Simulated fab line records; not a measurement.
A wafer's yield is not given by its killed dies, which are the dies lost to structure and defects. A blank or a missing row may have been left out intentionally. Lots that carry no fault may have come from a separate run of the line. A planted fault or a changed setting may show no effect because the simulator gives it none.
Split-lot study	flow berkeley cmos170	on a route of 331 steps: 5 lots, 23 wafers read

## THE SPLIT ITSELF
At UCB170_M1_SPUTTER_00 (material Al, target thk 600 nm, time 80 s), the setting time s was moved away from the recipe's 80 s on 9 of the 23 wafers read, by -8.0% to +12.7%. This setting was run at the recipe's value on the other wafers.

## FROM THE SPLIT TO THE READING: what the file shows between them, 3 steps
- UCB170_M1_RS_MEAS_01: measures by four-point-probe
- UCB170_M1_THK_MEAS_02: measures by xrf
- UCB170_M1_ETCH_11: etches BARC in N2/H2 (also split here: pressure mtorr)

## THE READING
oes product au, in a.u., at UCB170_M1_METAL_ETCH_12 (etches Al in Cl2/BCl3, stops on PSG, target depth 780 nm, time 130 s). A value of 0.841 a.u. with a standard deviation of 0.014 a.u. is what fault-free wafers of this fab line usually give.

wafer	tool, chamber at the split	time s as run, s	against the recipe	oes product au, a.u.	against lot-mates on the recipe
L075.1	pvd sputter-03, -	74.47	-6.9%	0.814	-0.023
L075.2	pvd sputter-03, -	80	recipe	0.843	-
L075.3	pvd sputter-03, -	80	recipe	0.832	-
L075.4	pvd sputter-03, -	74.47	-6.9%	0.810	-0.027
L075.5	pvd sputter-03, -	74.47	-6.9%	0.807	-0.030
L084.1	pvd sputter-02, -	80	recipe	0.832	-
L084.3	pvd sputter-02, -	73.57	-8.0%	0.788	-0.042
L084.4	pvd sputter-02, -	73.57	-8.0%	0.800	-0.030
L084.5	pvd sputter-02, -	80	recipe	0.829	-
L084.6	pvd sputter-02, -	73.57	-8.0%	0.787	-0.043
L083.1	pvd sputter-03, -	90.14	+12.7%	0.928	+0.061
L083.2	pvd sputter-03, -	90.14	+12.7%	0.903	+0.036
L083.3	pvd sputter-03, -	90.14	+12.7%	0.907	+0.040
L083.4	pvd sputter-03, -	80	recipe	0.872	-
L083.6	pvd sputter-03, -	80	recipe	0.861	-
L080.1	pvd sputter-04, -	80	recipe	0.838	-
L080.2	pvd sputter-04, -	80	recipe	0.818	-
L080.4	pvd sputter-04, -	80	recipe	0.833	-
L080.5	pvd sputter-04, -	80	recipe	0.835	-
L080.6	pvd sputter-04, -	80	recipe	0.828	-
L081.3	pvd sputter-03, -	80	recipe	0.842	-
L081.5	pvd sputter-03, -	80	recipe	0.874	-
L081.6	pvd sputter-03, -	80	recipe	0.851	-

THE FIT
A straight line over all 23 wafers: oes product au changes by +0.00557 a.u. for each +1% of time s; r = +0.92; the points scatter about the line by 0.014 a.u.
The same after taking each lot's own level away (the mean of its wafers on the recipe; 23 wafers): +0.00396 a.u. for each +1%; r = +0.94; scatter 0.0086 a.u.
That fit puts the effect of the largest move of time s on the reading at 0.05 a.u.
Measured against the standard deviation above, the lots' own levels, which go from 0.8304 to 0.8665 a.u., span 2.6 times it.
So the slope is not independent of the lot-to-lot level: the two fits are not the same.
Check: with one of the wafers moved furthest among these (+12.7%) left out of the fit, the line predicts +0.0446 a.u. for it against its lot-mates. Against them it came out at +0.0615 a.u.

## THESE WAFERS: OTHER SPLITS
Other splits were also applied to these wafers ahead of the reading. Each is held against what the fit with the lots' levels taken away leaves over:
other split on the same wafers	wafers away from the commonest value	r with oes product au (lot level and that fit taken away)
UCB170_PLDD_COAT_01 resist thk nm	7	+0.17
UCB170_NSD_IMPLANT_08 dose cm2	8	+0.09
UCB170_SDANNEAL_RTA_01 time s	7	+0.14
UCB170_SILICIDE_SPUTTER_01 time s	7	-0.28
UCB170_M1_ETCH_11 pressure mtorr	15	+0.14

## THE WHOLE CHAIN: every reading that the file lists as answering this split, in the file's order
step	what it does	reading	change (the file's fit)	r (the file's)
UCB170_M1_SPUTTER_00	material Al, target thk 600 nm, time 80 s	Al_of_M1_SPUTTER_00.thk nm (the simulator's own value, which no gauge read)	+6.24 nm for each +1% of the setting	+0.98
UCB170_M1_RS_MEAS_01	measures by four-point-probe	M1_AL_RS	-0.000502 for each +1% of the setting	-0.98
UCB170_M1_THK_MEAS_02	measures by xrf	M1_AL_THK	+6 for each +1% of the setting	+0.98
UCB170_M1_METAL_ETCH_12	etches Al in Cl2/BCl3, stops on PSG, target depth 780 nm, time 130 s	oes product au	+0.00398 a.u. for each +1% of the setting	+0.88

## THE FILE'S OWN FIT
oes product au changes by +0.00398 a.u. for each +1% of time s, r = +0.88.
